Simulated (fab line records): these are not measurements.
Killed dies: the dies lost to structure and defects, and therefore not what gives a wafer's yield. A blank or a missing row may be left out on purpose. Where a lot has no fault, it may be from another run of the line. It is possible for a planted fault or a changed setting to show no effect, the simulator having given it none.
fab line records ; flow rit-cmos
record lots=14; wafers=42; last-day=7
route steps=202 shown PWELL@45 GATE@95 PLDD@120
lots that met no fault: from a run of the same line without faults
start-h: hours from the record's opening day to when the first of the lot's shown wafers began ; wait-h: hours elapsed since this lot's preceding step ; " unchanged from the row above ; L1.1+2: a single row standing in for several wafers ; - no value, or no start was given ; * or withheld: withheld ; < > ~ a bound
route shown NAME@n: names a module that has steps shown in the file, with the first one's number in the route ; usual: average and standard deviation across the fault-free wafers ; same: alike in all rows ; chamber/n: place in a boat ; sites: the reading at each site ; _std_site: how widely they spread, as a standard deviation ; _edge_site: mean of outer sites minus mean of inner sites ; radius-mm: how far each site lies from the wafer's centre ; mask NAME#n: copy n ; behind: the most recent tool/chamber to have shaped the wafer ; hold: why the lot was held/for how many hours/how that ended ; device: the transistor (n, p or np) that didn't switch ; end of line: the same wafers' tests at the end of the route ; a step without rows: its recipe alone ; killed: count of dies lost to structure and defects at first sort (not the wafer's yield) ; map: dies across one wafer; x = killed, . = not, _ = none there
set.NAME: the setting as run; set.NAME@STEP: as run at that earlier step ; model.NAME: the simulator's own value behind a step, which no gauge read
the route's steps for a sample of lots (tables are steps, rows are wafers)
services: when a tool's chamber went out of use (start-h, in hours from the record's first day, below 0 if earlier), for how many hours, and the reason
## steps
# step RIT_PWELL_OVL_MEAS_06
# usual PWELL_OVL=-0.5/1.2
lot.wafer;tool;chamber;start-h;wait-h;PWELL_OVL[nm]
L328.2;overlay-02;-;31.04;-;-0.3
L328.4;overlay-02;-;31.04;-;-0.8
L328.6;overlay-02;-;31.04;-;0.7
L329.1;overlay-02;-;32.43;-;1.7
L329.2;overlay-02;-;32.43;-;0.2
L329.3;overlay-02;-;32.43;-;1.1
L333.4;overlay-02;-;48.38;-;-1.1
L333.5;overlay-02;-;48.38;-;0.8
L333.6;overlay-02;-;48.38;-;1.4
L334.2;overlay-02;-;52.66;-;0.8
L334.3;overlay-02;-;52.66;-;-1.0
L334.6;overlay-02;-;52.66;-;-1.5
L335.1;overlay-01;-;56.68;-;-0.4
L335.2;overlay-01;-;56.68;-;1.1
L335.6;overlay-01;-;56.68;-;0.6
L336.3;overlay-01;-;62.33;-;-1.9
L336.5;overlay-01;-;62.33;-;1.2
L336.6;overlay-01;-;62.33;-;0.4
L337.1;overlay-02;-;66.87;-;-0.9
L337.2;overlay-02;-;66.87;-;-0.6
L337.6;overlay-02;-;66.87;-;0.8
L338.3;overlay-01;-;72.33;-;-0.9
L338.4;overlay-01;-;72.33;-;-1.3
L338.5;overlay-01;-;72.33;-;-0.5
L339.2;overlay-02;-;77.98;-;-2.2
L339.4;overlay-02;-;77.98;-;-1.8
L339.6;overlay-02;-;77.98;-;-3.2
L347.1;overlay-02;-;117.06;-;-1.9
L347.2;overlay-02;-;117.06;-;-1.6
L347.3;overlay-02;-;117.06;-;-0.9
L348.1;overlay-02;-;122.24;-;0.1
L348.3;overlay-02;-;122.24;-;0.3
L348.4;overlay-02;-;122.24;-;0.6
L349.1;overlay-01;-;126.99;-;3.0
L349.3;overlay-01;-;126.99;-;1.5
L349.4;overlay-01;-;126.99;-;0.8
L350.1;overlay-01;-;132.11;-;-1.3
L350.3;overlay-01;-;132.11;-;1.4
L350.5;overlay-01;-;132.11;-;0.0
L351.1;overlay-01;-;136.82;-;-0.2
L351.2;overlay-01;-;136.82;-;-0.2
L351.4;overlay-01;-;136.82;-;-1.6
# step RIT_GATE_ETCH_19
# recipe chemistry=SF6/CHF3/O2; time-s=165; SF6_flow_sccm=30; CHF3_flow_sccm=30; O2_flow_sccm=5; target=poly-Si; pressure-mtorr=40; rf-w=160; target-depth-a=3125; over-etch-frac=0.25; stop-on=SiO2
# usual CHF3_flow_sccm=30.00/0.09; O2_flow_sccm=4.998/0.015; SF6_flow_sccm=30.00/0.086; drypump-motor-current-A=5.6/0.38; oes-product-au=0.840/0.0089; throttle-valve-pct=10.24/0.18
lot.wafer;tool;chamber;start-h;wait-h;CHF3_flow_sccm;O2_flow_sccm;SF6_flow_sccm;drypump-motor-current-A;oes-product-au;rf-hours-counter-h;throttle-valve-pct
L328.2;rie-si-01;2;46.22;0.1;29.82;4.974;29.93;5.7;0.839;2;10.31
L328.4;rie-si-01;3;46.22;0.1;30.03;5.014;29.90;5.8;0.833;146;10.21
L328.6;rie-si-01;1;46.22;0.1;30.11;5.015;30.05;5.3;0.847;-;10.49
L329.1;rie-si-02;2;47.42;0.1;29.95;4.989;29.96;5.4;0.841;144;9.96
L329.2;rie-si-02;1;47.42;0.1;30.19;5.016;30.09;5.6;0.848;1;10.49
L329.3;rie-si-02;0;47.42;0.1;30.05;5.003;30.13;6.1;0.836;30;10.25
L333.4;rie-si-02;0;64.06;0.1;30.04;4.974;30.05;6.1;0.845;-;10.24
L333.5;rie-si-02;1;64.06;0.1;30.08;4.989;30.04;5.6;0.848;-;10.46
L333.6;rie-si-02;2;64.06;0.1;30.02;5.008;30.06;5.4;0.848;-;9.98
L334.2;rie-si-01;3;67.92;0.1;30.22;5.000;30.03;5.8;0.834;146;10.21
L334.3;rie-si-01;2;67.92;0.1;29.94;5.002;30.15;5.7;0.848;3;10.32
L334.6;rie-si-01;1;67.92;0.1;29.98;4.992;30.03;5.3;0.857;-;10.50
L335.1;rie-si-02;2;71.54;0.1;30.04;4.994;29.80;5.4;0.832;144;9.98
L335.2;rie-si-02;1;71.54;0.1;29.99;5.021;30.14;5.6;0.837;1;10.47
L335.6;rie-si-02;2;71.54;0.1;30.05;4.987;29.96;5.4;0.832;-;10.00
L336.3;rie-si-01;3;77.41;0.1;30.08;5.005;29.91;5.8;0.832;146;10.22
L336.5;rie-si-01;3;77.41;0.1;29.96;5.021;29.98;5.8;0.827;-;10.20
L336.6;rie-si-01;0;77.41;0.1;29.81;4.990;30.08;4.8;0.847;-;10.17
L337.1;rie-si-02;0;81.42;0.1;30.00;4.997;29.98;6.1;0.840;31;10.25
L337.2;rie-si-02;1;81.42;0.1;30.00;5.006;29.93;5.6;0.835;1;10.47
L337.6;rie-si-02;0;81.42;0.1;30.05;4.986;29.90;6.1;0.837;-;10.23
L338.3;rie-si-01;0;86.82;0.1;-;-;-;-;-;-;-
L338.4;rie-si-01;2;86.82;0.1;-;-;-;-;-;-;-
L338.5;rie-si-01;0;86.82;0.1;-;-;-;-;-;-;-
L339.2;rie-si-02;1;92.67;0.1;-;-;-;-;-;-;-
L339.4;rie-si-02;0;92.67;0.1;-;-;-;-;-;-;-
L339.6;rie-si-02;2;92.67;0.1;-;-;-;-;-;-;-
L347.1;rie-si-02;2;131.61;0.1;30.05;4.991;29.90;5.4;0.831;145;9.95
L347.2;rie-si-02;0;131.61;0.1;29.92;5.010;29.93;6.1;0.842;31;10.24
L347.3;rie-si-02;3;131.61;0.1;30.03;5.008;29.98;5.9;0.854;0;10.03
L348.1;rie-si-01;1;136.47;0.1;30.09;4.952;30.05;5.3;0.837;80;10.49
L348.3;rie-si-01;0;136.47;0.1;30.02;5.026;29.98;4.8;0.842;131;10.18
L348.4;rie-si-01;2;136.47;0.1;30.02;5.001;29.99;5.7;0.837;-;10.33
L349.1;rie-si-02;0;141.65;0.1;29.76;4.956;29.98;6.1;0.851;31;10.24
L349.3;rie-si-02;2;141.65;0.1;29.95;4.985;29.94;5.4;0.842;145;9.98
L349.4;rie-si-02;3;141.65;0.1;29.89;5.002;30.01;5.9;0.856;1;10.00
L350.1;rie-si-01;1;146.76;0.1;29.90;4.998;29.94;5.3;0.839;80;10.48
L350.3;rie-si-01;3;146.76;0.1;30.04;4.991;29.96;5.8;0.829;0;10.22
L350.5;rie-si-01;2;146.76;0.1;30.03;5.006;30.21;5.7;0.840;-;10.32
L351.1;rie-si-02;1;151.81;0.1;29.99;4.979;29.97;5.6;0.845;2;10.49
L351.2;rie-si-02;0;151.81;0.1;29.93;5.009;30.07;6.1;0.849;31;10.24
L351.4;rie-si-02;3;151.81;0.1;30.02;4.993;29.99;5.9;0.848;-;10.01
# step RIT_GATE_STRIP_20
# recipe chemistry=O2; time-s=180; resist=NOVOLAK; platen-temp-c=withheld; power-w=500; pressure-mtorr=4000; o2-flow-sccm=4000
# usual drypump-motor-current-A=5.8/0.37
lot.wafer;tool;chamber;start-h;wait-h;drypump-motor-current-A;rf-hours-counter-h
L328.2;plasma-asher-03;1;46.33;0.1;5.7;24
L328.4;plasma-asher-03;1;46.33;0.1;5.7;-
L328.6;plasma-asher-03;1;46.33;0.1;5.7;-
L329.1;plasma-asher-03;0;47.52;0.1;5.7;25
L329.2;plasma-asher-03;1;47.52;0.1;5.6;25
L329.3;plasma-asher-03;1;47.52;0.1;5.7;-
L333.4;plasma-asher-03;0;64.17;0.1;5.7;-
L333.5;plasma-asher-03;1;64.17;0.1;5.6;-
L333.6;plasma-asher-03;0;64.17;0.1;5.7;-
L334.2;plasma-asher-04;1;68.03;0.1;6.1;43
L334.3;plasma-asher-04;1;68.03;0.1;6.2;-
L334.6;plasma-asher-04;1;68.03;0.1;6.1;-
L335.1;plasma-asher-04;1;71.65;0.1;6.2;44
L335.2;plasma-asher-04;0;71.65;0.1;6.5;44
L335.6;plasma-asher-04;1;71.65;0.1;6.2;-
L336.3;plasma-asher-03;1;77.57;0.1;5.7;-
L336.5;plasma-asher-03;0;77.57;0.1;5.7;-
L336.6;plasma-asher-03;1;77.57;0.1;5.7;-
L337.1;plasma-asher-01;0;81.53;0.1;5.5;45
L337.2;plasma-asher-01;1;81.53;0.1;5.5;45
L337.6;plasma-asher-01;1;81.53;0.1;5.5;-
L338.3;plasma-asher-03;0;86.99;0.1;5.7;-
L338.4;plasma-asher-03;1;86.99;0.1;5.7;-
L338.5;plasma-asher-03;1;86.99;0.1;5.6;-
L339.2;plasma-asher-03;0;92.78;0.1;5.7;30
L339.4;plasma-asher-03;0;92.78;0.1;5.7;-
L339.6;plasma-asher-03;1;92.78;0.1;5.6;-
L347.1;plasma-asher-04;1;131.72;0.1;6.1;2
L347.2;plasma-asher-04;0;131.72;0.1;6.6;2
L347.3;plasma-asher-04;0;131.72;0.1;6.6;-
L348.1;plasma-asher-04;1;136.58;0.1;6.1;2
L348.3;plasma-asher-04;1;136.58;0.1;6.1;-
L348.4;plasma-asher-04;0;136.58;0.1;6.6;-
L349.1;plasma-asher-04;1;141.76;0.1;6.1;3
L349.3;plasma-asher-04;1;141.76;0.1;6.1;-
L349.4;plasma-asher-04;0;141.76;0.1;6.6;-
L350.1;plasma-asher-01;0;146.86;0.1;5.4;49
L350.3;plasma-asher-01;1;146.86;0.1;5.5;-
L350.5;plasma-asher-01;1;146.86;0.1;5.5;-
L351.1;plasma-asher-01;0;151.91;0.1;5.4;50
L351.2;plasma-asher-01;1;151.91;0.1;5.5;50
L351.4;plasma-asher-01;1;151.91;0.1;5.5;-
# step RIT_GATE_CD_MEAS_90
# recipe target-cd-nm=150
# usual cd-nm=151.2/2.5
lot.wafer;tool;chamber;start-h;wait-h;cd-nm
L328.2;cd-sem-02;-;46.53;0.1;149.0
L328.4;cd-sem-02;-;46.53;0.1;151.8
L328.6;cd-sem-02;-;46.53;0.1;151.0
L329.1;cd-sem-02;-;47.70;0.1;149.6
L329.2;cd-sem-02;-;47.70;0.1;151.5
L329.3;cd-sem-02;-;47.70;0.1;149.4
L333.4;cd-sem-01;-;64.34;0.1;156.7
L333.5;cd-sem-01;-;64.34;0.1;153.9
L333.6;cd-sem-01;-;64.34;0.1;151.9
L334.2;cd-sem-02;-;68.22;0.1;151.0
L334.3;cd-sem-02;-;68.22;0.1;150.5
L334.6;cd-sem-02;-;68.22;0.1;151.8
L335.1;cd-sem-01;-;71.82;0.1;147.6
L335.2;cd-sem-01;-;71.82;0.1;147.8
L335.6;cd-sem-01;-;71.82;0.1;146.6
L336.3;cd-sem-02;-;77.73;0.1;151.0
L336.5;cd-sem-02;-;77.73;0.1;151.0
L336.6;cd-sem-02;-;77.73;0.1;153.3
L337.1;cd-sem-01;-;81.70;0.1;154.5
L337.2;cd-sem-01;-;81.70;0.1;151.9
L337.6;cd-sem-01;-;81.70;0.1;151.6
L338.3;cd-sem-02;-;87.14;0.1;-
L338.4;cd-sem-02;-;87.14;0.1;-
L338.5;cd-sem-02;-;87.14;0.1;-
L339.2;cd-sem-02;-;92.98;0.1;-
L339.4;cd-sem-02;-;92.98;0.1;-
L339.6;cd-sem-02;-;92.98;0.1;-
L347.1;cd-sem-01;-;131.89;0.1;149.8
L347.2;cd-sem-01;-;131.89;0.1;151.8
L347.3;cd-sem-01;-;131.89;0.1;149.9
L348.1;cd-sem-02;-;136.75;0.1;151.6
L348.3;cd-sem-02;-;136.75;0.1;152.2
L348.4;cd-sem-02;-;136.75;0.1;151.1
L349.1;cd-sem-01;-;141.93;0.1;149.3
L349.3;cd-sem-01;-;141.93;0.1;149.6
L349.4;cd-sem-01;-;141.93;0.1;150.1
L350.1;cd-sem-01;-;147.04;0.1;154.0
L350.3;cd-sem-01;-;147.04;0.1;154.7
L350.5;cd-sem-01;-;147.04;0.1;153.7
L351.1;cd-sem-02;-;152.09;0.1;149.3
L351.2;cd-sem-02;-;152.09;0.1;150.3
L351.4;cd-sem-02;-;152.09;0.1;150.7
# step RIT_PLDD_OVL_MEAS_06
# usual PLDD_OVL=0.0/1.4
lot.wafer;tool;chamber;start-h;wait-h;PLDD_OVL[nm]
L328.2;overlay-01;-;52.21;-;1.4
L328.4;overlay-01;-;52.21;-;0.4
L328.6;overlay-01;-;52.21;-;1.4
L329.1;overlay-01;-;53.09;-;1.8
L329.2;overlay-01;-;53.09;-;2.7
L329.3;overlay-01;-;53.09;-;3.1
L333.4;overlay-01;-;70.03;-;-1.1
L333.5;overlay-01;-;70.03;-;-0.3
L333.6;overlay-01;-;70.03;-;-0.5
L334.2;overlay-01;-;73.70;-;-1.2
L334.3;overlay-01;-;73.70;-;-0.4
L334.6;overlay-01;-;73.70;-;-1.3
L335.1;overlay-02;-;77.55;-;-1.5
L335.2;overlay-02;-;77.55;-;-2.0
L335.6;overlay-02;-;77.55;-;1.6
L336.3;overlay-01;-;83.36;-;-0.9
L336.5;overlay-01;-;83.36;-;-1.0
L336.6;overlay-01;-;83.36;-;-0.5
L337.1;overlay-02;-;87.32;-;-2.7
L337.2;overlay-02;-;87.32;-;-0.7
L337.6;overlay-02;-;87.32;-;-2.5
L347.1;overlay-01;-;138.13;-;-0.8
L347.2;overlay-01;-;138.13;-;1.7
L347.3;overlay-01;-;138.13;-;0.0
L348.1;overlay-02;-;142.52;-;-3.2
L348.3;overlay-02;-;142.52;-;-3.4
L348.4;overlay-02;-;142.52;-;-2.6
L349.1;overlay-02;-;148.64;-;3.6
L349.3;overlay-02;-;148.64;-;0.1
L349.4;overlay-02;-;148.64;-;2.0
L350.1;overlay-01;-;152.46;-;-1.3
L350.3;overlay-01;-;152.46;-;0.0
L350.5;overlay-01;-;152.46;-;0.4
L351.1;overlay-02;-;158.08;-;1.0
L351.2;overlay-02;-;158.08;-;1.5
L351.4;overlay-02;-;158.08;-;2.8
## services
tool;chamber;start-h;hours;kind
rie-si-01;2;49.87;1.8;repair
rie-si-02;3;60.33;-;clean
rie-si-02;3;60.33;28.1;scheduled-down
rie-si-02;3;60.33;28.1;vent-cycle
rie-si-02;1;90.28;1.9;repair
rie-si-02;1;98.12;23.4;repair
plasma-asher-01;-;106.44;15.6;pm
plasma-asher-04;-;108.75;9.0;pm
plasma-asher-04;0;108.75;9.0;vent-cycle
plasma-asher-04;1;108.75;9.0;vent-cycle
plasma-asher-04;0;117.75;-;clean
plasma-asher-04;1;117.75;-;clean
rie-si-01;-;120.46;2.8;pm
rie-si-01;3;128.29;-;clean
rie-si-01;3;128.29;16.4;scheduled-down
rie-si-01;3;128.29;16.4;vent-cycle
plasma-asher-01;-;131.99;10.1;repair
rie-si-02;2;142.98;3.7;repair
rie-si-02;2;146.71;-;clean
rie-si-02;2;146.71;17.2;scheduled-down
rie-si-02;2;146.71;17.2;vent-cycle
## key
first-sign step=RIT_GATE_ETCH_19; reading=tool-record; direction=missing
effect step=RIT_GATE_CD_MEAS_90; reading=cd-nm; direction=missing
met-at RIT_GATE_ETCH_19
struck-lots L338,L339
later-rows-left-out L338.3,L338.4,L338.5,L339.2,L339.4,L339.6
sort-left-out L338.3,L338.4,L338.5,L339.2,L339.4,L339.6
tester-left-out L338,L339
not-acting-at RIT_PWELL_OVL_MEAS_06,RIT_GATE_STRIP_20,RIT_PLDD_OVL_MEAS_06
onset-between 81.42 86.82
fault kind=skipped-step-whole; tool=rie-si-01,rie-si-02; chamber=-; onset-h=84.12; steps=RIT_GATE_ETCH_19; scope=struck-lots-only
# tester-left-out: of these lots the tester's yield and bins aren't shown, on N5 and GAA mostly nor the transistor test; their killed dies are dies lost to structure and defects alone, not to doping, threshold or leakage, so they don't give the yield
# sort-left-out: the simulated sort isn't trusted on such a fault, so these wafers' sort isn't shown, and their yield isn't known
# later-rows-left-out: the simulator's readings of these wafers behind a module that went badly wrong aren't trusted and aren't shown, but for the sort
